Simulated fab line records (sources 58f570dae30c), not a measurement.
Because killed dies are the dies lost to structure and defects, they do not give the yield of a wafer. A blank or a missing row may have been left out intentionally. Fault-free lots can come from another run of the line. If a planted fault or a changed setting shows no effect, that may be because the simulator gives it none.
Chamber matching ; flow berkeley-cmos170 ; 3 sister chambers for UCB170_V2_CVD_00 on pecvd-04
The step deposits SiO2 from TEOS/O2, target thk 2000 nm, time 250 s. 6 wafers are shown with their chamber, then 7 later ones without.

## WAFERS WITH THEIR CHAMBER
wafer;chamber;heater-power-w (W);susceptor-temp-C (C)
L948.5;0;201;390.12
L952.1;2;286;389.90
L952.4;1;213;390.46
L952.6;2;199;390.06
L953.1;1;306;390.16
L953.2;0;213;390.14

## WAFERS MISSING THEIR CHAMBER
wafer;heater-power-w (W);susceptor-temp-C (C)
L953.3;288;390.00
L955.1;306;389.90
L955.3;288;389.73
L955.4;215;389.84
L959.1;238;389.90
L959.4;293;389.90
L959.6;201;389.85

## CHAMBER TAKEN BY EACH
wafer;from the rows above;in truth
L953.3;can't be placed: 2 or 0 or 1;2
L955.1;can't be placed: 2 or 0 or 1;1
L955.3;can't be placed: 2 or 0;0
L955.4;can't be placed: 2 or 0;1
L959.1;can't be placed: 2 or 0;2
L959.4;can't be placed: 2 or 0 or 1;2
L959.6;can't be placed: 2 or 0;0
0 of 7 placed correctly. Unplaceable from these rows: 7, with the true chamber sitting among the candidates in 6. Placed wrongly: 0.
How it was worked out, from the rows above alone: a wafer's distance from a chamber is the root of the sum, over the readings, of the square of ((its reading less the chamber's mean) divided by the reading's scatter). The wafer belongs to the nearest chamber; if the next one is less than 2 further off, it can't be placed. Each chamber's mean is taken over the wafers shown for it. The scatter: the root of (the sum of the squares of (reading less its chamber's mean) over the shown wafers, divided by (wafers less chambers)).
